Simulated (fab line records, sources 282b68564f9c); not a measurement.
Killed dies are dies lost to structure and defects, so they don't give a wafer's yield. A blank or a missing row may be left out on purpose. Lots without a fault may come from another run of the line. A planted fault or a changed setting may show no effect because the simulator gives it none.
A struck lot beside a sound one | flow rit_cmos | 15 steps out of a route of 202
Sound: wafers L751.1, L751.2, L751.5. Struck: wafers L755.4, L755.5, L755.6. The cause comes at the end.
At each step with rows: each side's tool, then ch and its chambers, then its first start. Under that, the readings that differ: sound wafers | struck wafers | difference of the means | sigmas: that difference in standard deviations of wafers without a fault.
alike: readings whose means differ by less than 2 such deviations, and words and numbers that are the same on both sides. not compared: withheld readings, readings that some wafer has no value for, bounds like >300 that may hide the same value, and numbers for which the record gives no deviation and whose values overlap.
The two part at a step that has a row with sigmas, a row that says differs or no value, or rows on one side only. Numbers that don't overlap but have no deviation are shown without sigmas and don't part them. A reading that every wafer of one side lacks parts them only if that side has two wafers or more.

first, 2 steps without rows for these wafers: RIT_NSD_PEB_04; RIT_NSD_DEVELOP_05 (develop time 50 s).
RIT_NSD_OVL_MEAS_06:
  sound on overlay-01, day 6 19:23; struck on overlay-01, day 7 06:55
  alike: NSD_OVL
then, 2 steps without rows for these wafers: RIT_NSD_HARDBAKE_07 (time 60 s); RIT_NSD_IMPLANT_08.
RIT_NSD_STRIP_09: strips in O2, time 180 s.
  sound on plasma_asher-04 ch 0,1, day 6 19:43; struck on plasma_asher-04 ch 0,1, day 7 07:18
  alike: chamber_pressure_mTorr, drypump_motor_current_A
  not compared: rf_hours_counter_h
RIT_NSD_TW_MEAS_10:
  sound on film_metro-01, day 6 19:53; struck on film_metro-01, day 7 07:26
  alike: NSD_TW
then, 5 steps without rows for these wafers: RIT_PSD_HMDS_00 (prime time 60 s); RIT_PSD_COAT_01 (resist thk 1000 nm); RIT_PSD_SOFTBAKE_02 (time 60 s); RIT_PSD_EXPOSE_03 (exposes mask M10, target cd 40900 nm); RIT_PSD_PEB_04.
RIT_PSD_DEVELOP_05: develop time 50 s.
  sound on litho_track-02 ch 0, day 6 20:00; struck on litho_track-02 ch 0, day 7 08:00
  reading              | sound             | struck            | difference | sigmas
  developer_temp_C (C) | 23.07 23.05 23.02 | 22.20 22.18 22.14 | -0.87      | -9
  alike: chill_plate_temp_C
RIT_PSD_OVL_MEAS_06:
  sound on overlay-01, day 6 21:00; struck on overlay-01, day 7 08:28
  alike: PSD_OVL
RIT_M1_PROBE_99:
  sound on prober-01, day 7 05:41; struck on prober-02, day 7 17:04
  alike: killed_at_M0_to_M3, killed_at_contacts, killed_at_front_end, killed_dies, killed_open, killed_short

WHERE THEY PART
Only at RIT_PSD_DEVELOP_05, within this record. Later steps at which nothing parts them and some readings are alike: RIT_PSD_OVL_MEAS_06, RIT_M1_PROBE_99.

WHY: what the simulator had put in
Process parameter drift: litho_track-02, from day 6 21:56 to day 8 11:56, at RIT_PSD_DEVELOP_05. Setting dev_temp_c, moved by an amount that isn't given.
